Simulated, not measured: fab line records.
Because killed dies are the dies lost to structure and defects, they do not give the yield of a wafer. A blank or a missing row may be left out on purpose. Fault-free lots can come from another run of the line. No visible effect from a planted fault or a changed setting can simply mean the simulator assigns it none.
Which tool did it?    flow berkeley-cmos170    21 wafers from 7 lots sampled at 3 of the route's 331 steps

WHAT THE GAUGES READ, wafer by wafer
UCB170_M1_CD_MEAS_90: the cd target is 700 nm.
lot   measured      on         cd-nm (nm)
L823  day 7 21:40   cd-sem-02  701.7 700.9 701.5
L827  day 8 02:06   cd-sem-02  - - -
L831  day 9 01:31   cd-sem-02  696.2 698.7 700.5
L836  day 10 15:11  cd-sem-01  704.8 699.0 706.3
L838  day 11 00:54  cd-sem-01  696.1 699.2 695.5
L841  day 11 17:38  cd-sem-01  701.8 703.3 704.4
L845  day 12 04:59  cd-sem-01  693.1 703.0 701.3

EACH LOT AND THE TOOL THAT RAN IT (in order: tool; ch and the chambers of the sampled wafers; start)
lot   UCB170_M1_ETCH_11                   UCB170_M1_METAL_ETCH_12
L823  rie-diel-03 ch 0,1,2, day 7 21:20   rie-metal-03 ch 0,1, day 7 21:26
L827  rie-diel-04 ch 0,1,2, day 8 01:47   rie-metal-02 ch 0,1, day 8 01:52
L831  rie-diel-04 ch 2,3, day 9 01:13     rie-metal-02 ch 0,1, day 9 01:15
L836  rie-diel-03 ch 0,1,3, day 10 14:53  rie-metal-03 ch 0,1, day 10 14:56
L838  rie-diel-04 ch 0,1,2, day 11 00:37  rie-metal-03 ch 0,1, day 11 00:40
L841  rie-diel-03 ch 0,2,3, day 11 17:17  rie-metal-02 ch 0,1, day 11 17:22
L845  rie-diel-01 ch 0,1,2, day 12 04:43  rie-metal-03 ch 0,1, day 12 04:45
- UCB170_M1_ETCH_11: etches BARC in N2/H2.
- UCB170_M1_METAL_ETCH_12: etches Al in Cl2/BCl3, stops on PSG, target depth 780 nm, time 130 s.

THE ANSWER, worked out from the rows above alone
Rule: usual is defined by the lots themselves. Put in order of their means at a reading, lots are off if they are a third of the lots or fewer, leave a main group of 4 or more, and stand apart from it by a gap of 3 or more times the standard deviation of the main group's means; of several such gaps the widest counts. If all means in a main group match to the digits the tables above print for the reading, that group is not used. Also off: a lot with no number at a reading for which 4 or more lots have one. The other lots that the step has rows for count as sound.
Off: L827, at UCB170_M1_CD_MEAS_90 (cd-nm). Without a number there: L827. The main group: mean 700.4 nm, standard deviation 2.4.
A tool fits if, at a process step before that reading, it ran every lot that is off, and no sound lot after the first of them. Those tools and the gauges at UCB170_M1_CD_MEAS_90 are tried in the same way. No candidate that was tried fits.

WHAT THE SIMULATOR HAD PUT IN
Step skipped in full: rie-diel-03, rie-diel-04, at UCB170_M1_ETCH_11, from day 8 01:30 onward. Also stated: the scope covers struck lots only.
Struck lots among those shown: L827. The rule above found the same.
